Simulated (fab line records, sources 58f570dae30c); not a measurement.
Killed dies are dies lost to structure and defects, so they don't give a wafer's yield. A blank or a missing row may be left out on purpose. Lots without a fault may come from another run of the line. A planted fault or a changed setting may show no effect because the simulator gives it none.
Which tool did it? | flow berkeley_cmos170 | 14 lots, 42 wafers sampled, at 3 steps of a route of 331

WHAT THE GAUGES READ, wafer by wafer
UCB170_NSD_CD_MEAS_06: target cd 1200 nm.
lot  | measured     | on        | cd_nm (nm)
L504 | day 7 03:58  | cd_sem-02 | 1199.8 1199.6 1199.2
L503 | day 7 04:08  | cd_sem-01 | 1200.7 1199.8 1197.0
L505 | day 7 07:17  | cd_sem-02 | 1196.9 1197.5 1196.1
L507 | day 7 19:40  | cd_sem-02 | 1198.9 1198.6 1199.1
L506 | day 7 19:56  | cd_sem-02 | 1201.9 1202.0 1201.2
L508 | day 7 20:25  | cd_sem-02 | 1200.1 1201.0 1201.6
L509 | day 7 20:08  | cd_sem-01 | 1199.6 1199.3 1199.9
L513 | day 8 20:50  | cd_sem-01 | 1199.6 1199.0 1199.3
L512 | day 8 21:06  | cd_sem-01 | 1200.8 1202.4 1201.0
L518 | day 9 23:42  | cd_sem-02 | 1199.2 1200.2 1199.7
L517 | day 10 03:52 | cd_sem-01 | 1200.6 1200.6 1200.4
L520 | day 10 06:52 | cd_sem-02 | 1201.8 1202.0 1201.9
L522 | day 10 06:38 | cd_sem-01 | 1198.0 1198.4 1199.6
L525 | day 11 06:40 | cd_sem-02 | 1198.9 1199.4 1199.0

UCB170_M1_RS_MEAS_01: measures by four-point-probe.
lot  | measured     | on            | M1_AL_RS (ohm/sq)
L504 | day 7 11:53  | film_metro-01 | 0.0487 0.0484 0.0486
L503 | day 7 12:26  | film_metro-01 | 0.0475 0.0483 0.0480
L505 | day 7 14:16  | film_metro-01 | 0.0480 0.0483 0.0484
L507 | day 8 05:25  | film_metro-02 | 0.0484 0.0483 0.0487
L506 | day 8 05:17  | film_metro-03 | 0.0482 0.0480 0.0485
L508 | day 8 05:44  | film_metro-03 | 0.0490 0.0486 0.0490
L509 | day 8 05:28  | film_metro-01 | 0.0489 0.0480 0.0484
L513 | day 9 04:05  | film_metro-01 | 0.0475 0.0477 0.0480
L512 | day 9 05:44  | film_metro-02 | 0.0483 0.0483 0.0482
L518 | day 10 07:17 | film_metro-02 | 0.0489 0.0485 0.0490
L517 | day 10 11:27 | film_metro-03 | 0.0483 0.0483 0.0482
L520 | day 10 17:23 | film_metro-02 | 0.0484 0.0487 0.0483
L522 | day 10 15:28 | film_metro-01 | 0.0485 0.0484 0.0491
L525 | day 11 14:47 | film_metro-02 | 0.0484 0.0491 0.0491

WHICH TOOL RAN EACH LOT (tool, then ch and the chambers of the sampled wafers, then the start)
lot  | UCB170_PLDD_STRIP_10
L504 | plasma_asher-03 ch 0,1, day 6 16:53
L503 | plasma_asher-01 ch 0,1, day 6 17:34
L505 | plasma_asher-01 ch 0,1, day 6 22:28
L507 | plasma_asher-02 ch 0,1, day 7 09:05
L506 | plasma_asher-01 ch 0,1, day 7 09:12
L508 | plasma_asher-01 ch 0,1, day 7 10:28
L509 | plasma_asher-01 ch 1, day 7 10:42
L513 | plasma_asher-01 ch 0,1, day 8 11:11
L512 | plasma_asher-02 ch 0,1, day 8 11:26
L518 | plasma_asher-01 ch 0,1, day 9 10:57
L517 | plasma_asher-01 ch 0,1, day 9 16:20
L520 | plasma_asher-01 ch 0,1, day 9 18:59
L522 | plasma_asher-02 ch 0,1, day 9 19:18
L525 | plasma_asher-02 ch 0,1, day 10 18:05
- UCB170_PLDD_STRIP_10: strips in O2.

WHAT THE TOOLS THEMSELVES READ (means of the sampled wafers that have a number; where no wafer has one, the mark that the record gives instead)
UCB170_PLDD_STRIP_10.
lot  | tool            | chamber_pressure_mTorr (mTorr) | drypump_motor_current_A (A) | o2_flow_sccm (sccm) | oes_product_au (a.u.) | strip_time_to_endpoint_s (s)
L504 | plasma_asher-03 | 3502                           | 5.3                         | 400.3               | 0.735                 | 21.74
L503 | plasma_asher-01 | 3501                           | 5.6                         | 398.4               | 0.737                 | 21.64
L505 | plasma_asher-01 | 3501                           | 5.6                         | 399.6               | 0.732                 | 21.76
L507 | plasma_asher-02 | 3500                           | 5.6                         | 400.3               | 0.733                 | 21.64
L506 | plasma_asher-01 | 3498                           | 5.5                         | 400.1               | 0.732                 | 21.58
L508 | plasma_asher-01 | 3500                           | 5.4                         | 400.4               | 0.735                 | 21.65
L509 | plasma_asher-01 | 3499                           | 5.8                         | 400.3               | 0.736                 | 21.64
L513 | plasma_asher-01 | 3500                           | 5.5                         | 399.5               | 0.733                 | 21.69
L512 | plasma_asher-02 | 3500                           | 5.2                         | 400.3               | 0.735                 | 21.64
L518 | plasma_asher-01 | 3500                           | 5.5                         | 399.8               | 0.734                 | 21.49
L517 | plasma_asher-01 | 3499                           | 5.5                         | 398.9               | 0.736                 | 21.74
L520 | plasma_asher-01 | 3501                           | 5.5                         | 400.8               | 0.734                 | 21.57
L522 | plasma_asher-02 | 3501                           | 5.6                         | 400.3               | 0.739                 | 21.64
L525 | plasma_asher-02 | 3502                           | 5.2                         | 400.1               | 0.732                 | 21.63

THE ANSWER, worked out from the rows above alone
Rule: what is usual is taken from the lots themselves. Put in order of their means at a reading, lots are off if they are a third of the lots or fewer, leave a main group of 4 or more, and stand apart from it by a gap of 3 or more times the standard deviation of the main group's means; of several such gaps the widest counts. A main group whose means are all the same, to the digits that the tables above print for the reading, isn't used. A lot without any number at a reading at which 4 lots or more have one is off too. The other lots that the step has rows for count as sound. The gauges are gone through in route order, then the tools' own readings, and for those a lot's mean is taken as printed above. The first step at which some lot is off is used, and at that step the reading that is off furthest; a lot without a number counts as furthest.
No lot is off at any reading shown: from this, nothing can be told.

WHAT THE SIMULATOR HAD PUT IN
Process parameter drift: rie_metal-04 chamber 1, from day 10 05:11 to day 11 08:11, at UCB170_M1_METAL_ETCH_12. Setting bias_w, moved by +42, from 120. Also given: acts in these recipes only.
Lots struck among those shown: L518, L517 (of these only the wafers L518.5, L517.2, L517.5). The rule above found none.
